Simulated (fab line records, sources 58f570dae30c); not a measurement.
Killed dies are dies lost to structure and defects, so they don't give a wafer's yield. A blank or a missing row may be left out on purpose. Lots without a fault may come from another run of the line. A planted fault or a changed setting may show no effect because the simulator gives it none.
fab line records | flow berkeley_cmos170 | part 2 of 2: steps 33 to 45 of 45
record lots=5 wafers=15 last_day=11
route steps=331 shown PLDD@150 NLDD@158 SPACER@171 PSD@175 NSD@187
lots that met no fault: from a run of the same line without faults
start_h: hours from the record's first day to the start of the lot's first wafer shown | wait_h: hours since the lot's step before | " the same as in the row above | L1.1+2: a row that stands for several wafers | - no value, or no start given | * or withheld: withheld | < > ~ a bound
route shown NAME@n: a module of which the file shows steps, and the number in the route of the first | usual: mean/standard deviation of fault-free wafers | same: alike in all rows | chamber/n: place in a boat | sites: the reading at each site | _std_site: their standard deviation | _edge_site: outer sites' mean less inner sites' | radius_mm: how far each site lies from the wafer's centre | mask NAME#n: copy n | behind: the tool/chamber that last shaped the wafer | hold: why the lot was held/for how many hours/how that ended | device: the transistor (n, p or np) that didn't switch | end of line: the same wafers' tests at the end of the route | a step without rows: its recipe alone | killed: dies lost to structure and defects at the first sort, not the wafer's yield | map: a wafer's dies, x killed, . not, _ none there
set.NAME: the setting as run; set.NAME@STEP: as run at that earlier step | model.NAME: the simulator's own value behind a step, which no gauge read
lots at some steps of the route; a table a step, a row a wafer
services: from which hour (start_h, from the record's first day; less than 0 if before it) a tool's chamber was out of use, for how many hours, and why
## steps
# step UCB170_PSD_OVL_MEAS_07
# usual PSD_OVL=1/5.9
# columns lot.wafer tool chamber start_h wait_h PSD_OVL[nm]
L076.1 overlay-01 - 152.45 0.1 -2
L076.2 " - " " -2
L076.3 " - " " -3
L077.2 overlay-02 - 165.62 0.1 -1
L077.5 " - " " 2
L077.6 " - " " -1
L081.1 overlay-02 - 175.63 0.1 -3
L081.3 " - " " -3
L081.4 " - " " -7
L088.2 overlay-01 - 210.82 0.1 8
L088.3 " - " " -1
L088.4 " - " " -2
L094.1 overlay-02 - 227.94 0.1 -3
L094.2 " - " " -4
L094.6 " - " " -7
# step UCB170_PSD_IMPLANT_08
# recipe species=B dose_cm2=3e+15 energy_kev=20 tilt_deg=7
# columns lot.wafer tool chamber start_h wait_h
L076.1+2+3 implanter-02 0 152.48 0.0
L077.2+5+6 implanter-02 0 165.67 0.0
L081.1+3+4 implanter-02 0 175.66 0.0
L088.2+3+4 implanter-04 0 210.88 0.0
L094.1+2+6 implanter-03 0 227.98 0.0
# step UCB170_PSD_STRIP_09
# recipe chemistry=O2 power_w=400 pressure_mtorr=3500 platen_temp_c=withheld o2_flow_sccm=400 overash_fraction=0.5
# usual chamber_pressure_mTorr=3500/3.3 drypump_motor_current_A=5.4/0.51 oes_product_au=0.600/0.0041 strip_time_to_endpoint_s=29.38/0.079
# columns lot.wafer tool chamber start_h wait_h chamber_pressure_mTorr drypump_motor_current_A oes_product_au rf_hours_counter_h strip_time_to_endpoint_s
L076.1 plasma_asher-04 1 152.63 0.1 3498 6.1 0.599 40 29.43
L076.2 " 0 " " 3504 5.6 0.597 40 29.36
L076.3 " 1 " " 3497 6.1 0.600 - 29.33
L077.2 plasma_asher-04 0 165.80 0.1 3499 5.6 0.604 41 29.29
L077.5 " 1 " " 3503 6.1 0.602 - 29.34
L077.6 " 0 " " 3499 5.6 0.608 - 29.42
L081.1 plasma_asher-01 0 175.81 0.1 3500 5.1 0.599 3 29.35
L081.3 " 1 " " 3499 5.7 0.593 - 29.44
L081.4 " 0 " " 3506 5.0 0.604 - 29.46
L088.2 plasma_asher-01 1 211.00 0.1 3502 5.7 0.603 7 29.41
L088.3 " 1 " " 3493 5.7 0.607 - 29.44
L088.4 " 0 " " 3501 5.0 0.598 - 29.35
L094.1 plasma_asher-02 1 228.13 0.1 3494 6.0 0.594 53 29.37
L094.2 " 0 " " 3503 4.8 0.608 53 29.37
L094.6 " 1 " " 3502 6.0 0.599 - 29.37
# step UCB170_PSD_TW_MEAS_10
# usual PSD_TW=2346/14
# columns lot.wafer tool chamber start_h wait_h PSD_TW
L076.1 film_metro-02 - 152.73 0.1 2345
L076.2 " - " " 2344
L076.3 " - " " 2335
L077.2 film_metro-04 - 165.91 0.1 2349
L077.5 " - " " 2349
L077.6 " - " " 2358
L081.1 film_metro-04 - 175.91 0.1 2364
L081.3 " - " " 2360
L081.4 " - " " 2364
L088.2 film_metro-03 - 211.11 0.1 2336
L088.3 " - " " 2329
L088.4 " - " " 2352
L094.1 film_metro-03 - 228.23 0.1 2312
L094.2 " - " " 2316
L094.6 " - " " 2331
# step UCB170_PSD_CLEAN_11
# recipe chemistry=SPM temp_c=120 time_s=600
# usual bath_guard_temp_C=120.0/0.31
# columns lot.wafer tool chamber start_h wait_h bath_guard_temp_C
L076.1 wet_bench-01 3 152.79 0.1 120.2
L076.2 " 3 " " 119.5
L076.3 " 3 " " 119.7
L077.2 wet_bench-01 1 166.29 0.4 120.0
L077.5 " 1 " " 119.9
L077.6 " 1 " " 120.5
L081.1 wet_bench-01 3 175.97 0.1 119.6
L081.3 " 3 " " 119.5
L081.4 " 3 " " 119.5
L088.2 wet_bench-03 1 211.16 0.0 120.2
L088.3 " 1 " " 120.7
L088.4 " 1 " " 120.0
L094.1 wet_bench-03 3 228.41 0.2 119.8
L094.2 " 3 " " 119.7
L094.6 " 3 " " 119.6
# step UCB170_NSD_HMDS_00
# recipe prime_time_s=60 prime_temp_c=100
# columns lot.wafer tool chamber start_h wait_h
L076.1+2+3 litho_track-03 0 152.97 0.0
L077.2+5+6 litho_track-03 0 166.51 0.0
L081.1+3+4 litho_track-02 0 176.30 0.1
L088.2+3+4 litho_track-03 0 211.38 0.0
L094.1+2+6 litho_track-03 0 228.65 0.1
# step UCB170_NSD_COAT_01
# recipe resist=KrF spin_rpm=1500 resist_thk_nm=900
# columns lot.wafer tool chamber start_h wait_h
L076.1+2+3 litho_track-03 0 153.12 0.1
L077.2+5+6 litho_track-03 0 166.66 0.1
L081.1+3+4 litho_track-02 0 176.45 0.1
L088.2+3+4 litho_track-03 0 211.53 0.1
L094.1+2+6 litho_track-03 0 228.80 0.1
# step UCB170_NSD_SOFTBAKE_02
# recipe resist=KrF temp_c=130 time_s=60
# columns lot.wafer tool chamber start_h wait_h
L076.1+2+3 litho_track-03 0 153.27 0.1
L077.2+5+6 litho_track-03 0 166.81 0.1
L081.1+3+4 litho_track-02 0 176.60 0.1
L088.2+3+4 litho_track-03 0 211.68 0.1
L094.1+2+6 litho_track-03 0 228.95 0.1
# step UCB170_NSD_EXPOSE_03
# recipe mask_id=NSELECT_MOD na=0.5 sigma_outer=0.6 source_shape=conventional target_cd_nm=1200 dose_mj=30
# same na=0.5
# columns lot.wafer tool chamber start_h wait_h mask
L076.1+2+3 krf_scanner-01 0 153.46 0.2 NSELECT_MOD#0
L077.2+5+6 krf_scanner-01 0 166.95 0.1 NSELECT_MOD#0
L081.1+3+4 krf_scanner-01 0 176.82 0.2 NSELECT_MOD#0
L088.2+3+4 krf_scanner-02 0 211.98 0.3 NSELECT_MOD#0
L094.1+2+6 krf_scanner-01 0 229.24 0.3 NSELECT_MOD#0
# step UCB170_NSD_PEB_04
# recipe peb_temp_c=130 peb_time_s=withheld resist=KrF
# columns lot.wafer tool chamber start_h wait_h
L076.1+2+3 litho_track-01 0 153.57 0.1
L077.2+5+6 litho_track-02 0 167.07 0.1
L081.1+3+4 litho_track-01 0 176.93 0.1
L088.2+3+4 litho_track-02 0 212.68 0.7
L094.1+2+6 litho_track-01 0 229.36 0.1
# step UCB170_NSD_DEVELOP_05
# recipe developer=TMAH develop_time_s=45 resist=KrF dev_temp_c=21
# columns lot.wafer tool chamber start_h wait_h
L076.1+2+3 litho_track-01 0 - -
L077.2+5+6 litho_track-02 0 - -
L081.1+3+4 litho_track-01 0 - -
L088.2+3+4 litho_track-02 0 - -
L094.1+2+6 litho_track-01 0 - -
# step UCB170_NSD_CD_MEAS_06
# recipe target_cd_nm=1200
# usual cd_nm=1200.5/1.1
# columns lot.wafer tool chamber start_h wait_h cd_nm
L076.1 cd_sem-02 - 153.85 - 1202.1
L076.2 " - " " 1199.9
L076.3 " - " " 1201.2
L077.2 cd_sem-01 - 167.35 - 1200.6
L077.5 " - " " 1201.2
L077.6 " - " " 1200.6
L081.1 cd_sem-01 - 177.21 - 1198.1
L081.3 " - " " 1200.0
L081.4 " - " " 1198.9
L088.2 cd_sem-02 - 212.95 - 1202.4
L088.3 " - " " 1203.2
L088.4 " - " " 1201.6
L094.1 cd_sem-01 - 229.63 - 1199.4
L094.2 " - " " 1199.4
L094.6 " - " " 1200.0
# step UCB170_NSD_OVL_MEAS_07
# usual NSD_OVL=-1/5.4
# columns lot.wafer tool chamber start_h wait_h NSD_OVL[nm]
L076.1 overlay-01 - 153.97 0.1 8
L076.2 " - " " 7
L076.3 " - " " 5
L077.2 overlay-01 - 167.45 0.1 -5
L077.5 " - " " -4
L077.6 " - " " 0
L081.1 overlay-01 - 177.33 0.1 7
L081.3 " - " " 7
L081.4 " - " " 7
L088.2 overlay-02 - 213.05 0.1 4
L088.3 " - " " 3
L088.4 " - " " 6
L094.1 overlay-01 - 229.75 0.1 2
L094.2 " - " " -8
L094.6 " - " " -4
## services
# columns tool chamber start_h hours kind
implanter-03 - 121.81 2.3 pm
plasma_asher-01 - 127.63 1.2 repair
krf_scanner-02 - 132.59 0.7 repair
plasma_asher-01 - 133.06 0.8 repair
implanter-03 - 133.20 1.8 repair
krf_scanner-01 - 133.33 1.0 pm
rie_diel-02 2 136.22 121.8 repair
krf_scanner-02 - 145.14 16.9 repair
krf_scanner-02 - 156.90 0.9 repair
wet_bench-04 - 163.54 3.9 repair
pecvd-02 - 167.41 0.5 repair
krf_scanner-02 - 171.94 8.0 repair
krf_scanner-01 - 182.87 0.8 pm
krf_scanner-01 - 190.24 0.5 repair
krf_scanner-02 - 191.59 1.3 pm
krf_scanner-02 - 192.89 4.0 pm
implanter-01 - 200.03 5.3 repair
krf_scanner-02 - 202.08 1.0 pm
krf_scanner-02 - 203.97 0.8 pm
implanter-02 - 208.10 3.9 repair
implanter-03 - 210.08 3.6 repair
plasma_asher-04 - 211.67 28.1 pm
wet_bench-04 - 220.37 1.9 pm
krf_scanner-02 - 221.94 11.0 repair
